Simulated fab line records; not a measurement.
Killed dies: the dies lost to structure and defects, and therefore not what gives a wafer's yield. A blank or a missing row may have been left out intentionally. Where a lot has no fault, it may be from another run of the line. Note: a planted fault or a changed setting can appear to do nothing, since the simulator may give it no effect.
Chamber matching + flow rit_cmos + RIT_GATE_ETCH_19 on rie_si-02: 4 sister chambers
The step etches poly-Si in SF6/CHF3/O2, stops on SiO2, time 165 s, target depth 312.5 nm. 16 wafers are shown with their chamber, then 8 later ones without.

## EACH WAFER AND ITS CHAMBER
| wafer  | chamber | throttle_valve_pct (%) | drypump_motor_current_A (A) | oes_product_au (a.u.) |
|--------|---------|------------------------|-----------------------------|-----------------------|
| L721.1 | 0       | 10.24                  | 5.95                        | 0.848                 |
| L721.4 | 2       | 10.05                  | 6.20                        | 0.852                 |
| L721.5 | 3       | 10.05                  | 5.97                        | 0.845                 |
| L723.2 | 1       | 10.50                  | 6.06                        | 0.851                 |
| L723.3 | 3       | 10.05                  | 5.98                        | 0.852                 |
| L723.5 | 0       | 10.22                  | 5.95                        | 0.856                 |
| L725.2 | 2       | 10.05                  | 6.23                        | 0.855                 |
| L725.4 | 0       | 10.24                  | 5.93                        | 0.861                 |
| L725.6 | 1       | 10.51                  | 6.05                        | 0.862                 |
| L727.2 | 0       | 10.23                  | 5.94                        | 0.842                 |
| L727.4 | 1       | 10.51                  | 6.06                        | 0.852                 |
| L727.5 | 2       | 10.06                  | 6.16                        | 0.859                 |
| L731.4 | 2       | 10.03                  | 6.17                        | 0.856                 |
| L731.5 | 2       | 10.04                  | 6.16                        | 0.858                 |
| L731.6 | 1       | 10.51                  | 6.03                        | 0.857                 |
| L733.1 | 3       | 10.05                  | 5.96                        | 0.851                 |

SIGNATURES (averages over the wafers above)
| reading                 | chamber 0 | chamber 1 | chamber 2 | chamber 3 | scatter within a chamber |
|-------------------------|-----------|-----------|-----------|-----------|--------------------------|
| throttle_valve_pct      | 10.2325   | 10.5075   | 10.0460   | 10.0500   | 0.00851                  |
| drypump_motor_current_A | 5.9425    | 6.0500    | 6.1840    | 5.9700    | 0.02                     |
| oes_product_au          | 0.85175   | 0.85550   | 0.85600   | 0.84933   | 0.00539                  |
Rule: a wafer's distance from a chamber is the root of the sum, over the readings, of the square of ((its reading less the chamber's mean) divided by the reading's scatter). The wafer belongs to the nearest chamber; if the next one is less than 2 further off, it can't be placed. The scatter: take each reading less its chamber's mean, square it, sum over the shown wafers, divide by the number of wafers less the number of chambers, and take the root.

## WAFERS MISSING THEIR CHAMBER
| wafer  | throttle_valve_pct (%) | drypump_motor_current_A (A) | oes_product_au (a.u.) |
|--------|------------------------|-----------------------------|-----------------------|
| L733.4 | 10.50                  | 6.07                        | 0.858                 |
| L733.5 | 10.51                  | 6.06                        | 0.857                 |
| L741.1 | 10.05                  | 5.96                        | 0.858                 |
| L741.2 | 10.24                  | 5.95                        | 0.858                 |
| L741.5 | 10.04                  | 5.95                        | 0.855                 |
| L743.1 | 10.49                  | 6.04                        | 0.851                 |
| L743.2 | 10.04                  | 5.96                        | 0.842                 |
| L743.4 | 10.24                  | 5.94                        | 0.847                 |

## WHICH CHAMBER EACH WENT THROUGH
| wafer  | from the rows above | in truth |
|--------|---------------------|----------|
| L733.4 | 1                   | 1        |
| L733.5 | 1                   | 1        |
| L741.1 | 3                   | 3        |
| L741.2 | 0                   | 0        |
| L741.5 | 3                   | 3        |
| L743.1 | 1                   | 1        |
| L743.2 | 3                   | 3        |
| L743.4 | 0                   | 0        |
Correct placement for 8 of the 8. Left unplaced by these rows: 0. 0 placed wrongly.
